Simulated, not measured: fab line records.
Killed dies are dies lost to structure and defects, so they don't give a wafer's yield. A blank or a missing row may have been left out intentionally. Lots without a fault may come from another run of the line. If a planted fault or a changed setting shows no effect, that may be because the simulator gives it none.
fab line records	flow rit_cmos
record: lots: 6	wafers: 18	last_day: 7
route steps=202 shown PLDD@116 SPACER@125 NSD@131 PSD@142 SDANNEAL@153 SILICIDE@161 M1@202
lots untouched by any fault: they come from a run of this same line in which no faults occurred
start_h: hours from the record's opening day to when the first of the lot's shown wafers began	wait_h: hours elapsed since this lot's preceding step	" repeats the value in the row above	L1.1+2: a row that stands for several wafers	- value missing, or start not given	* or withheld: withheld	< > ~ a bound
route shown NAME@n: names a module that has steps shown in the file, with the first one's number in the route	usual: average and standard deviation across the fault-free wafers	same: alike in all rows	chamber/n: place in a boat	sites: per-site readings	_std_site: their standard deviation	_edge_site: mean of outer sites minus mean of inner sites	radius_mm: how far each site lies from the wafer's centre	mask NAME#n: copy n	behind: the last tool/chamber to shape the wafer	hold: the reason the lot was held/the length of the hold in hours/how it ended	device: whichever transistor did not switch (one of n, p or np)	end of line: tests run on the same wafers once the route is complete	a step given without rows: its recipe and nothing more	killed: dies lost to structure and defects at the first sort, not the wafer's yield	map: per-die view of a wafer (x killed, . not killed, _ where there is no die)
set.NAME: the setting the step ran with; set.NAME@STEP: the setting that earlier step ran with	model.NAME: the simulator's own value behind a step, which no gauge read
certain route steps with their lots: each step a table, each wafer a row
services: when a tool's chamber went out of use (start_h, in hours from the record's first day, below 0 if earlier), for how many hours, and the reason
== steps ==
step: RIT_PLDD_SOFTBAKE_02
recipe: resist: NOVOLAK	temp_c: 90	time_s: 60
step: RIT_PLDD_EXPOSE_03
recipe: mask_id: M8	na: 0.57	target_cd_nm: 40900	dose_mj: 250
step: RIT_PLDD_PEB_04
recipe: resist: NOVOLAK	temp_c: withheld	time_s: withheld
step: RIT_PLDD_DEVELOP_05
recipe: resist: NOVOLAK	develop_time_s: 50	dev_temp_c: 23
step: RIT_PLDD_OVL_MEAS_06
usual: PLDD_OVL: 0.6/1.6
lot.wafer	tool	chamber	start_h	wait_h	PLDD_OVL[nm]
L711.3	overlay-01	-	63.84	-	1.7
L711.5	"	-	"	"	1.9
L711.6	"	-	"	"	2.8
L713.1	overlay-02	-	80.08	-	-1.3
L713.3	"	-	"	"	0.8
L713.4	"	-	"	"	-0.5
L716.2	overlay-01	-	92.12	-	2.8
L716.4	"	-	"	"	0.1
L716.6	"	-	"	"	2.6
L726.1	overlay-02	-	138.60	-	3.7
L726.2	"	-	"	"	2.3
L726.3	"	-	"	"	1.5
L727.3	overlay-02	-	142.63	-	0.7
L727.4	"	-	"	"	0.0
L727.6	"	-	"	"	2.6
L730.2	overlay-02	-	158.34	-	-0.1
L730.4	"	-	"	"	-0.2
L730.6	"	-	"	"	-1.3
step: RIT_PLDD_HARDBAKE_07
recipe: resist: NOVOLAK	temp_c: 140	time_s: 60
step: RIT_PLDD_IMPLANT_08
recipe: species: BF2	energy_kev: 20	dose_cm2: 9e+14	tilt_deg: 7
step: RIT_PLDD_STRIP_09
recipe: chemistry: O2	time_s: 180	resist: NOVOLAK	platen_temp_c: withheld	power_w: 500	pressure_mtorr: 4000	o2_flow_sccm: 4000
usual: chamber_pressure_mTorr: 4000/3.8	drypump_motor_current_A: 6.0/0.55	o2_flow_sccm: 4001/11
lot.wafer	tool	chamber	start_h	wait_h	chamber_pressure_mTorr	drypump_motor_current_A	o2_flow_sccm	rf_hours_counter_h
L711.3	plasma_asher-04	1	64.22	0.1	3999	5.5	3994	-
L711.5	"	1	"	"	4003	5.5	4003	-
L711.6	"	0	"	"	3997	6.8	3990	-
L713.1	plasma_asher-04	0	80.42	0.1	3997	6.8	3993	29
L713.3	"	0	"	"	4003	6.8	3998	-
L713.4	"	1	"	"	3999	5.5	4008	-
L716.2	plasma_asher-04	1	92.45	0.1	4006	5.5	3997	31
L716.4	"	1	"	"	4004	5.5	3999	-
L716.6	"	1	"	"	4005	5.5	4009	-
L726.1	plasma_asher-04	1	138.94	0.1	4005	5.5	3989	37
L726.2	"	0	"	"	3998	6.8	3999	37
L726.3	"	0	"	"	3999	6.8	4009	-
L727.3	plasma_asher-02	0	143.02	0.1	4001	6.0	4023	-
L727.4	"	1	"	"	4002	5.7	3983	-
L727.6	"	0	"	"	4003	6.0	4008	-
L730.2	plasma_asher-04	1	158.67	0.1	3996	5.5	4007	40
L730.4	"	0	"	"	3996	6.8	4011	-
L730.6	"	0	"	"	3997	6.8	4029	-
step: RIT_PLDD_TW_MEAS_10
usual: PLDD_TW: 2328/26
lot.wafer	tool	chamber	start_h	wait_h	PLDD_TW
L711.3	film_metro-03	-	64.36	0.1	2348
L711.5	"	-	"	"	2352
L711.6	"	-	"	"	2338
L713.1	film_metro-02	-	80.59	0.1	2340
L713.3	"	-	"	"	2337
L713.4	"	-	"	"	2341
L716.2	film_metro-03	-	92.64	0.1	2367
L716.4	"	-	"	"	2369
L716.6	"	-	"	"	2346
L726.1	film_metro-02	-	139.11	0.1	2336
L726.2	"	-	"	"	2340
L726.3	"	-	"	"	2329
L727.3	film_metro-03	-	143.15	0.1	2344
L727.4	"	-	"	"	2351
L727.6	"	-	"	"	2348
L730.2	film_metro-01	-	158.86	0.1	2317
L730.4	"	-	"	"	2301
L730.6	"	-	"	"	2303
step: RIT_SPACER_CLEAN_00
recipe: chemistry: SC1	mix: 3:3:50	time_s: 600	temp_c: 75
step: RIT_SPACER_CLEAN_01
recipe: chemistry: dHF	dilution: 50:1	time_s: 30
step: RIT_SPACER_CLEAN_02
recipe: chemistry: SC2	mix: 3:3:50	time_s: 600	temp_c: 75	dry: n2_spin
step: RIT_SPACER_CVD_03
recipe: material: Si3N4	target_thk_nm: 250	temp_c: 810	precursor: SiH2Cl2/NH3	time_s: 3300	pressure_mtorr: 300	sih2cl2_flow_sccm: 60	nh3_flow_sccm: 150
usual: spike_tc_source_C: 833/3.9
lot.wafer	tool	chamber	start_h	wait_h	spike_tc_source_C	model.Si3N4_of_SPACER_CVD_03.thk_nm
L711.3	lpcvd-01	1	65.15	0.4	830	253.4
L711.5	"	1	"	"	828	249.7
L711.6	"	1	"	"	829	250.9
L713.1	lpcvd-01	0	81.04	0.0	832	256.8
L713.3	"	0	"	"	832	254.4
L713.4	"	0	"	"	833	255.7
L716.2	lpcvd-02	0	93.53	0.5	838	249.2
L716.4	"	0	"	"	838	252.1
L716.6	"	0	"	"	840	250.4
L726.1	lpcvd-02	0	139.57	0.0	838	232.5
L726.2	"	0	"	"	840	235
L726.3	"	0	"	"	841	234.2
L727.3	lpcvd-02	1	143.59	0.0	834	235.4
L727.4	"	1	"	"	831	235.2
L727.6	"	1	"	"	833	235.1
L730.2	lpcvd-01	0	159.27	0.0	832	247.1
L730.4	"	0	"	"	832	244.7
L730.6	"	0	"	"	834	245.3
step: RIT_SPACER_THK_MEAS_04
recipe: reads: Si3N4_of_SPACER_CVD_03
usual: SPACER_NITRIDE_THK: 249.3/2.7
lot.wafer	tool	chamber	start_h	wait_h	SPACER_NITRIDE_THK[nm]
L711.3	film_metro-02	-	67.08	0.0	253.2
L711.5	"	-	"	"	249.5
L711.6	"	-	"	"	251.1
L713.1	film_metro-02	-	82.96	0.0	256.7
L713.3	"	-	"	"	254.5
L713.4	"	-	"	"	255.8
L716.2	film_metro-04	-	95.46	0.0	249.0
L716.4	"	-	"	"	252.1
L716.6	"	-	"	"	250.6
L726.1	film_metro-04	-	141.49	0.0	232.4
L726.2	"	-	"	"	235.0
L726.3	"	-	"	"	234.3
L727.3	film_metro-04	-	145.53	0.0	235.3
L727.4	"	-	"	"	235.3
L727.6	"	-	"	"	235.1
L730.2	film_metro-02	-	161.20	0.0	247.1
L730.4	"	-	"	"	244.6
L730.6	"	-	"	"	245.4
step: RIT_SPACER_ETCHBACK_05
recipe: target_depth_a: 2500	SF6_flow_sccm: 30	CHF3_flow_sccm: 30	target: Si3N4	chemistry: SF6/CHF3	pressure_mtorr: 40	rf_w: 250	time_s: 240	stop_on: SiO2
usual: chamber_pressure_mTorr: 40.01/0.036	drypump_motor_current_A: 5.7/0.37	oes_product_au: 0.840/0.014	throttle_valve_pct: 10.27/0.16
lot.wafer	tool	chamber	start_h	wait_h	chamber_pressure_mTorr	drypump_motor_current_A	oes_product_au	rf_hours_counter_h	throttle_valve_pct	model.etch.depth_nm
L711.3	rie_diel-01	0	67.12	0.0	40.01	6.4	0.839	130	10.48	253.4
L711.5	"	1	"	"	40.06	5.1	0.842	-	10.42	249.7
L711.6	"	0	"	"	40.00	6.4	0.834	-	10.46	250.9
L713.1	rie_diel-01	2	83.02	0.1	40.00	5.7	0.857	25	10.08	256.8
L713.3	"	0	"	"	40.00	6.4	0.842	130	10.47	254.4
L713.4	"	3	"	"	40.05	5.7	0.866	80	10.44	255.7
L716.2	rie_diel-04	1	95.51	0.0	39.99	5.6	0.855	112	10.29	249.2
L716.4	"	3	"	"	40.04	5.3	0.827	87	10.22	252.1
L716.6	"	0	"	"	40.06	5.6	0.837	-	10.16	250.4
L726.1	rie_diel-04	2	141.55	0.1	40.02	5.8	0.801	42	10.40	232.5
L726.2	"	0	"	"	40.03	5.6	0.803	149	10.15	235
L726.3	"	1	"	"	40.07	5.6	0.816	113	10.29	234.2
L727.3	rie_diel-04	1	145.57	0.0	40.04	5.6	0.811	113	10.28	235.4
L727.4	"	0	"	"	40.03	5.6	0.806	149	10.15	235.2
L727.6	"	3	"	"	40.00	5.3	0.780	-	10.19	235.1
L730.2	rie_diel-01	0	161.25	0.0	40.00	6.4	0.829	131	10.46	247.1
L730.4	"	1	"	"	40.06	5.1	0.827	139	10.42	244.7
L730.6	"	2	"	"	39.99	5.6	0.830	-	10.05	245.3
step: RIT_NSD_HMDS_00
recipe: prime_time_s: 60	prime_temp_c: 140
step: RIT_NSD_COAT_01
recipe: resist: NOVOLAK	spin_rpm: 3250	resist_thk_nm: 1000
step: RIT_NSD_SOFTBAKE_02
recipe: resist: NOVOLAK	temp_c: 90	time_s: 60
step: RIT_NSD_EXPOSE_03
recipe: mask_id: M9	na: 0.57	target_cd_nm: 40700	dose_mj: 250
step: RIT_NSD_PEB_04
recipe: resist: NOVOLAK	temp_c: withheld	time_s: withheld
step: RIT_NSD_DEVELOP_05
recipe: resist: NOVOLAK	develop_time_s: 50	dev_temp_c: 23
step: RIT_NSD_OVL_MEAS_06
usual: NSD_OVL: -0.3/1.4
lot.wafer	tool	chamber	start_h	wait_h	NSD_OVL[nm]
L711.3	overlay-02	-	68.26	-	1.2
L711.5	"	-	"	"	1.3
L711.6	"	-	"	"	0.6
L713.1	overlay-01	-	84.14	-	0.1
L713.3	"	-	"	"	-0.6
L713.4	"	-	"	"	0.4
L716.2	overlay-02	-	96.64	-	0.7
L716.4	"	-	"	"	-0.6
L716.6	"	-	"	"	-0.6
L726.1	overlay-02	-	142.66	-	-0.4
L726.2	"	-	"	"	0.3
L726.3	"	-	"	"	-1.3
L727.3	overlay-01	-	146.58	-	0.7
L727.4	"	-	"	"	-0.8
L727.6	"	-	"	"	-0.8
L730.2	overlay-01	-	162.38	-	0.7
L730.4	"	-	"	"	1.0
L730.6	"	-	"	"	0.2
step: RIT_NSD_HARDBAKE_07
recipe: resist: NOVOLAK	temp_c: 140	time_s: 60
step: RIT_NSD_IMPLANT_08
recipe: species: P	energy_kev: 25	dose_cm2: 1e+15	tilt_deg: 7
step: RIT_NSD_STRIP_09
recipe: chemistry: O2	time_s: 180	resist: NOVOLAK	platen_temp_c: withheld	power_w: 500	pressure_mtorr: 4000	o2_flow_sccm: 4000
usual: chamber_pressure_mTorr: 4000/3.5	drypump_motor_current_A: 5.95/0.18	o2_flow_sccm: 4000/10
lot.wafer	tool	chamber	start_h	wait_h	chamber_pressure_mTorr	drypump_motor_current_A	o2_flow_sccm	rf_hours_counter_h
L711.3	plasma_asher-01	0	68.64	0.1	4002	5.93	3989	-
L711.5	"	1	"	"	4005	6.18	4010	-
L711.6	"	0	"	"	3998	5.95	4003	-
L713.1	plasma_asher-03	1	84.48	0.1	3999	6.30	4013	44
L713.3	"	1	"	"	3995	6.28	4018	-
L713.4	"	0	"	"	3996	5.87	4005	-
L716.2	plasma_asher-02	1	96.97	0.1	3997	5.73	3989	45
L716.4	"	1	"	"	3999	5.67	4000	-
L716.6	"	1	"	"	4003	5.72	3994	-
L726.1	plasma_asher-01	1	143.00	0.1	3998	6.15	4002	0
L726.2	"	0	"	"	3997	5.90	4019	0
L726.3	"	0	"	"	3998	5.92	4000	-
L727.3	plasma_asher-03	0	146.98	0.1	4004	5.88	3995	-
L727.4	"	1	"	"	4000	6.28	3994	-
L727.6	"	1	"	"	3996	6.29	3986	-
L730.2	plasma_asher-01	0	162.71	0.1	4000	5.91	4008	3
L730.4	"	0	"	"	3999	5.89	4021	-
L730.6	"	0	"	"	4005	5.86	4015	-
step: RIT_NSD_TW_MEAS_10
usual: NSD_TW: 3086/38
lot.wafer	tool	chamber	start_h	wait_h	NSD_TW
L711.3	film_metro-03	-	68.78	0.1	3123
L711.5	"	-	"	"	3116
L711.6	"	-	"	"	3125
L713.1	film_metro-03	-	84.65	0.1	3147
L713.3	"	-	"	"	3134
L713.4	"	-	"	"	3144
L716.2	film_metro-01	-	97.15	0.1	3057
L716.4	"	-	"	"	3056
L716.6	"	-	"	"	3053
L726.1	film_metro-02	-	143.17	0.1	3101
L726.2	"	-	"	"	3112
L726.3	"	-	"	"	3097
L727.3	film_metro-01	-	147.11	0.1	3074
L727.4	"	-	"	"	3056
L727.6	"	-	"	"	3064
L730.2	film_metro-01	-	162.90	0.1	3065
L730.4	"	-	"	"	3072
L730.6	"	-	"	"	3050
step: RIT_PSD_HMDS_00
recipe: prime_time_s: 60	prime_temp_c: 140
step: RIT_PSD_COAT_01
recipe: resist: NOVOLAK	spin_rpm: 3250	resist_thk_nm: 1000
step: RIT_PSD_SOFTBAKE_02
recipe: resist: NOVOLAK	temp_c: 90	time_s: 60
step: RIT_PSD_EXPOSE_03
recipe: mask_id: M10	na: 0.57	target_cd_nm: 40900	dose_mj: 250
step: RIT_PSD_PEB_04
recipe: resist: NOVOLAK	temp_c: withheld	time_s: withheld
step: RIT_PSD_DEVELOP_05
recipe: resist: NOVOLAK	develop_time_s: 50	dev_temp_c: 23
step: RIT_PSD_OVL_MEAS_06
usual: PSD_OVL: -0.2/1.5
lot.wafer	tool	chamber	start_h	wait_h	PSD_OVL[nm]
L711.3	overlay-01	-	69.69	-	-0.4
L711.5	"	-	"	"	-1.0
L711.6	"	-	"	"	0.7
L713.1	overlay-01	-	85.76	-	2.1
L713.3	"	-	"	"	0.9
L713.4	"	-	"	"	1.0
L716.2	overlay-02	-	98.06	-	1.1
L716.4	"	-	"	"	-0.1
L716.6	"	-	"	"	-0.4
L726.1	overlay-02	-	144.21	-	0.5
L726.2	"	-	"	"	0.4
L726.3	"	-	"	"	2.3
L727.3	overlay-02	-	148.01	-	3.0
L727.4	"	-	"	"	0.2
L727.6	"	-	"	"	1.2
L730.2	overlay-01	-	163.80	-	-1.0
L730.4	"	-	"	"	-0.1
L730.6	"	-	"	"	1.7
step: RIT_PSD_HARDBAKE_07
recipe: resist: NOVOLAK	temp_c: 140	time_s: 60
step: RIT_PSD_IMPLANT_08
recipe: species: BF2	energy_kev: 27	dose_cm2: 5e+15	tilt_deg: 7
step: RIT_PSD_STRIP_09
recipe: chemistry: O2	time_s: 180	resist: NOVOLAK	platen_temp_c: withheld	power_w: 500	pressure_mtorr: 4000	o2_flow_sccm: 4000
usual: chamber_pressure_mTorr: 4000/3.6	drypump_motor_current_A: 6.0/0.3	o2_flow_sccm: 3997/12
lot.wafer	tool	chamber	start_h	wait_h	chamber_pressure_mTorr	drypump_motor_current_A	o2_flow_sccm	rf_hours_counter_h
L711.3	plasma_asher-02	1	70.07	0.1	4001	5.7	4015	-
L711.5	"	0	"	"	4005	5.9	4012	-
L711.6	"	1	"	"	4000	5.7	3991	-
L713.1	plasma_asher-02	1	86.09	0.1	4000	5.8	4026	44
L713.3	"	1	"	"	3997	5.8	4001	-
L713.4	"	0	"	"	3998	6.0	3979	-
L716.2	plasma_asher-02	0	98.39	0.1	3998	6.0	3976	45
L716.4	"	0	"	"	3999	6.0	3988	-
L716.6	"	0	"	"	3994	6.0	3997	-
L726.1	plasma_asher-02	1	144.54	0.1	4003	5.7	4011	52
L726.2	"	0	"	"	4001	6.0	3978	52
L726.3	"	0	"	"	3992	6.0	3975	-
L727.3	plasma_asher-02	1	148.40	0.1	4006	5.7	3990	-
L727.4	"	0	"	"	4006	6.0	4001	-
L727.6	"	0	"	"	3995	6.0	3990	-
L730.2	plasma_asher-03	1	164.13	0.1	3999	6.3	4000	55
L730.4	"	0	"	"	4002	5.9	4011	-
L730.6	"	1	"	"	4008	6.3	3995	-
step: RIT_PSD_TW_MEAS_10
usual: PSD_TW: 3401/32
lot.wafer	tool	chamber	start_h	wait_h	PSD_TW
L711.3	film_metro-03	-	70.20	0.1	3428
L711.5	"	-	"	"	3427
L711.6	"	-	"	"	3422
L713.1	film_metro-03	-	86.27	0.1	3428
L713.3	"	-	"	"	3443
L713.4	"	-	"	"	3420
L716.2	film_metro-02	-	98.57	0.1	3413
L716.4	"	-	"	"	3433
L716.6	"	-	"	"	3421
L726.1	film_metro-02	-	144.72	0.1	3404
L726.2	"	-	"	"	3402
L726.3	"	-	"	"	3389
L727.3	film_metro-01	-	148.53	0.1	3369
L727.4	"	-	"	"	3377
L727.6	"	-	"	"	3371
L730.2	film_metro-03	-	164.32	0.1	3395
L730.4	"	-	"	"	3414
L730.6	"	-	"	"	3409
step: RIT_SDANNEAL_CLEAN_00
recipe: chemistry: SC1	mix: 3:3:50	time_s: 600	temp_c: 75
step: RIT_SDANNEAL_CLEAN_01
recipe: chemistry: dHF	dilution: 50:1	time_s: 30
step: RIT_SDANNEAL_CLEAN_02
recipe: chemistry: SC2	mix: 3:3:50	time_s: 600	temp_c: 75	dry: n2_spin
step: RIT_SDANNEAL_RTA_03
recipe: temp_c: 1050	time_s: 5	idle_temp_c: 600	ramp_up_c_per_s: 342	ramp_down_c_per_s: 171	cool_to_c: 600	ambient: N2
usual: ramp_down_c_per_s: 171.00/0.03	wafer_temp_C_max: 1053.7/1.2
lot.wafer	tool	chamber	start_h	wait_h	ramp_down_c_per_s	wafer_temp_C_max
L711.3	rtp_anneal-01	0	70.63	0.0	170.97	1053.7
L711.5	"	0	"	"	171.00	1053.3
L711.6	"	0	"	"	170.99	1053.7
L713.1	rtp_anneal-01	0	86.73	0.0	171.00	1053.8
L713.3	"	0	"	"	170.98	1054.6
L713.4	"	0	"	"	171.00	1055.5
L716.2	rtp_anneal-02	0	99.00	0.0	171.08	1052.4
L716.4	"	0	"	"	171.02	1053.8
L716.6	"	0	"	"	171.03	1055.2
L726.1	rtp_anneal-02	0	145.15	0.0	171.01	1052.7
L726.2	"	0	"	"	171.02	1053.1
L726.3	"	0	"	"	171.03	1052.7
L727.3	rtp_anneal-01	0	148.96	0.0	170.98	1053.7
L727.4	"	0	"	"	170.97	1052.6
L727.6	"	0	"	"	171.00	1054.7
L730.2	rtp_anneal-02	0	164.76	0.0	171.00	1054.8
L730.4	"	0	"	"	171.03	1054.1
L730.6	"	0	"	"	170.94	1052.8
step: RIT_SDANNEAL_RS_MEAS_04
recipe: thk_meas_gauge: four-point-probe
usual: PSD_RS: 115.94/0.28
lot.wafer	tool	chamber	start_h	wait_h	PSD_RS[ohm/sq]
L711.3	film_metro-01	-	70.71	0.1	116.23
L711.5	"	-	"	"	115.90
L711.6	"	-	"	"	116.22
L713.1	film_metro-01	-	86.79	0.0	116.13
L713.3	"	-	"	"	115.61
L713.4	"	-	"	"	115.98
L716.2	film_metro-03	-	99.07	0.1	116.04
L716.4	"	-	"	"	116.14
L716.6	"	-	"	"	116.18
L726.1	film_metro-02	-	145.20	0.0	115.78
L726.2	"	-	"	"	115.86
L726.3	"	-	"	"	115.79
L727.3	film_metro-02	-	149.04	0.1	115.74
L727.4	"	-	"	"	115.84
L727.6	"	-	"	"	116.13
L730.2	film_metro-02	-	164.83	0.1	115.93
L730.4	"	-	"	"	116.03
L730.6	"	-	"	"	115.68
step: RIT_SILICIDE_WET_ETCH_00
recipe: chemistry: BOE	target: SiO2	target_depth_nm: 14	time_s: 15	dry: n2_spin	dilution: 10:1	temp_c: 21.5
lot.wafer	tool	chamber	start_h	wait_h	model.Si3N4_of_SPACER_CVD_03.thk_nm
L711.3	wet_bench-04	1	71.15	0.1	197.1
L711.5	"	1	"	"	195.3
L711.6	"	1	"	"	194.9
L713.1	wet_bench-04	2	87.27	0.1	199.7
L713.3	"	2	"	"	197.5
L713.4	"	2	"	"	199.6
L716.2	wet_bench-04	0	99.53	0.1	193.8
L716.4	"	0	"	"	195.5
L716.6	"	0	"	"	195
L726.1	wet_bench-03	3	145.68	0.1	181
L726.2	"	3	"	"	183.3
L726.3	"	3	"	"	183
L727.3+4	wet_bench-02	3	149.48	0.1	183
L727.6	"	3	"	"	182.7
L730.2	wet_bench-02	1	165.29	0.1	191.9
L730.4	"	1	"	"	190.8
L730.6	"	1	"	"	190.9
step: RIT_M1_PROBE_99
usual: killed_at_contacts: 0.1/0.38	killed_at_front_end: 6.9/2.9	killed_dies: 7.1/3	killed_open: 3.5/2.1	killed_short: 3.5/2
same: gross_dies: 264	killed_at_M0_to_M3: 0	killed_at_M4_up: 0	killed_at_back_side: 0	killed_at_other: 0
lot.wafer	tool	chamber	start_h	wait_h	killed_at_contacts	killed_at_front_end	killed_dies	killed_open	killed_short	model.etest.pwell_pinched.rs_ohm_sq	model.etest.nwell_pinched.rs_ohm_sq	model.etest.diode_nplus_comb.cj_ff_um2
L711.3	prober-02	-	78.40	0.2	1	9	10	5	5	454.5	333.4	2.658
L711.5	prober-02	-	78.50	0.2	0	3	3	3	0	451.2	332.6	2.653
L711.6	prober-02	-	78.55	0.2	0	5	5	3	2	464.1	336.1	2.682
L713.1	prober-02	-	94.44	0.1	0	13	13	5	8	458.7	333.7	2.623
L713.3	prober-02	-	94.54	0.2	0	13	13	8	5	448.9	336.3	2.647
L713.4	prober-02	-	94.59	0.2	0	9	9	3	6	451.8	334.4	2.596
L716.2	prober-02	-	106.67	0.1	1	5	6	1	5	463.4	340	2.619
L716.4	prober-02	-	106.77	0.2	0	6	6	1	5	463.3	341.2	2.623
L716.6	prober-02	-	106.87	0.2	1	4	5	2	3	464.2	338.5	2.608
L726.1	prober-02	-	152.84	0.1	0	14	14	5	9	458.4	349.3	2.69
L726.2	prober-02	-	152.89	0.1	0	10	10	6	4	460.6	347.6	2.666
L726.3	prober-02	-	152.94	0.2	0	8	8	5	3	460.6	342.4	2.663
L727.3	prober-01	-	156.58	0.2	0	8	8	5	2	468.8	348	2.659
L727.4	prober-01	-	156.63	0.2	0	3	3	2	1	466	344.5	2.667
L727.6	prober-01	-	156.73	0.2	0	8	8	4	3	469.6	349.1	2.682
L730.2	prober-02	-	172.44	0.1	1	11	12	3	7	455.2	339	2.672
L730.4	prober-02	-	172.54	0.2	0	11	11	3	7	459.1	339.6	2.664
L730.6	prober-02	-	172.64	0.2	0	9	9	3	4	450.8	342.1	2.684
killed by level:class
L711.3 SILICIDE:geometric_particle:short=4 GATE:geometric_particle:open=3 FOX1:geometric_particle:open=1 REOX:geometric_particle:open=1 CONTACT:geometric_particle:short=1
L711.5 REOX:geometric_particle:open=2 FOX2:geometric_particle:open=1
L711.6 FOX1:geometric_particle:open=3 FOX1:geometric_particle:short=1 SPACER:geometric_particle:short=1
L713.1 GATE:geometric_particle:short=3 SPACER:geometric_particle:open=2 SILICIDE:geometric_particle:short=2 FOX1:geometric_particle:short=1 FOX1:geometric_particle:open=1 FOX2:geometric_particle:open=1 FOX2:geometric_particle:short=1 GATE:geometric_particle:open=1
L713.3 GATE:geometric_particle:open=5 GATE:geometric_particle:short=2 SPACER:geometric_particle:short=2 SILICIDE:geometric_particle:open=2 FOX2:geometric_particle:open=1 SILICIDE:geometric_particle:short=1
L713.4 FOX2:geometric_particle:short=2 GATE:geometric_particle:short=2 FOX1:geometric_particle:short=1 FOX2:geometric_particle:open=1 GATE:geometric_particle:open=1 SPACER:geometric_particle:short=1 SILICIDE:geometric_particle:open=1
L716.2 GATE:geometric_particle:short=3 SPACER:geometric_particle:open=1 SILICIDE:geometric_particle:short=1 CONTACT:geometric_particle:short=1
L716.4 SILICIDE:geometric_particle:short=2 FOX1:geometric_particle:short=1 GATE:geometric_particle:short=1 REOX:geometric_particle:open=1 SPACER:geometric_particle:short=1
L716.6 FOX1:geometric_particle:short=3 REOX:geometric_particle:open=1 CONTACT:geometric_particle:open=1
L726.1 GATE:geometric_particle:short=4 SPACER:geometric_particle:short=4 REOX:geometric_particle:open=2 SPACER:geometric_particle:open=2 FOX2:geometric_particle:open=1 REOX:geometric_particle:short=1
L726.2 REOX:geometric_particle:short=3 REOX:geometric_particle:open=3 GATE:geometric_particle:open=2 FOX1:geometric_particle:open=1 FOX2:geometric_particle:short=1
L726.3 GATE:geometric_particle:open=4 FOX1:geometric_particle:open=1 FOX1:geometric_particle:short=1 GATE:geometric_particle:short=1 REOX:geometric_particle:short=1
L727.3 FOX1:geometric_particle:open=3 FOX1:geometric_particle:short=1 GATE:geometric_particle:open=1 GATE:geometric_particle:short=1 SPACER:geometric_particle:open=1 PRETRO:coat_microbubble_printed=1
L727.4 FOX1:geometric_particle:open=1 FOX1:geometric_particle:short=1 SILICIDE:geometric_particle:open=1
L727.6 GATE:geometric_particle:open=2 REOX:geometric_particle:short=2 FOX1:geometric_particle:short=1 FOX1:geometric_particle:open=1 FOX2:geometric_particle:open=1 PRETRO:coat_microbubble_printed=1
L730.2 GATE:geometric_particle:short=4 FOX1:geometric_particle:short=1 FOX2:geometric_particle:open=1 GATE:geometric_particle:open=1 REOX:geometric_particle:short=1 SILICIDE:geometric_particle:open=1 CONTACT:geometric_particle:short=1 NLDD:coat_microbubble_printed=1
L730.4 FOX1:geometric_particle:short=3 GATE:geometric_particle:short=2 GATE:geometric_particle:open=2 REOX:geometric_particle:open=1 REOX:geometric_particle:short=1 SPACER:geometric_particle:short=1 PLDD:coat_microbubble_printed=1
L730.6 GATE:geometric_particle:short=2 GATE:geometric_particle:open=2 FOX2:geometric_particle:short=1 REOX:geometric_particle:short=1 REOX:geometric_particle:open=1 NLDD:coat_microbubble_printed=1 PLDD:coat_microbubble_printed=1
== services ==
tool	chamber	start_h	hours	kind
wet_bench-03	-	44.06	2.1	repair
plasma_asher-03	-	45.70	3.9	repair
lpcvd-02	-	58.56	14.6	pm
plasma_asher-04	-	67.36	4.3	pm
rie_diel-04	2	78.25	10.4	repair
plasma_asher-01	-	86.36	44.0	repair
rie_diel-01	-	120.40	0.3	repair
rie_diel-01	3	127.01	20.2	repair
plasma_asher-01	-	130.40	9.0	pm
plasma_asher-01	0	130.40	9.0	vent_cycle
plasma_asher-01	1	130.40	9.0	vent_cycle
rie_diel-01	0	133.54	6.1	repair
plasma_asher-01	0	139.40	-	clean
plasma_asher-01	1	139.40	-	clean
plasma_asher-03	-	142.21	2.9	repair
rie_diel-04	0	158.99	-	clean
== key ==
first_sign: step: RIT_SPACER_THK_MEAS_04	reading: SPACER_NITRIDE_THK	direction: down	sigmas: 5.4	usual: 249.3	struck: 234.6
effect: step: RIT_SPACER_ETCHBACK_05	reading: oes_product_au	direction: down	sigmas: 2.6	usual: 0.840	struck: 0.803
model_effect: step: RIT_SPACER_CVD_03	value: Si3N4_of_SPACER_CVD_03.thk_nm	without: 248	struck: 234.6
model_effect: step: RIT_SPACER_ETCHBACK_05	value: etch.depth_nm	without: 248	struck: 234.6
model_effect: step: RIT_SILICIDE_WET_ETCH_00	value: Si3N4_of_SPACER_CVD_03.thk_nm	without: 193.2	struck: 182.7
model_effect: step: RIT_M1_PROBE_99	value: etest.pwell_pinched.rs_ohm_sq	without: 455	struck: 464
met_at RIT_SPACER_CVD_03
struck_wafers L726.1,L726.2,L726.3,L727.3,L727.4,L727.6
tester_left_out L726,L727
onset_between 93.53 139.57
fault: kind: process_parameter_drift	tool: lpcvd-02	chamber: -	onset_h: 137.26	steps: RIT_SPACER_CVD_03	channel: target_thk_nm	offset: -13.431	shape: step	end_h: 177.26	acts_in: these_recipes_only	stated: 250
tester_left_out: of these lots the tester's yield and bins aren't shown, on N5 and GAA mostly nor the transistor test; their killed dies are dies lost to structure and defects alone, not to doping, threshold or leakage, so they don't give the yield
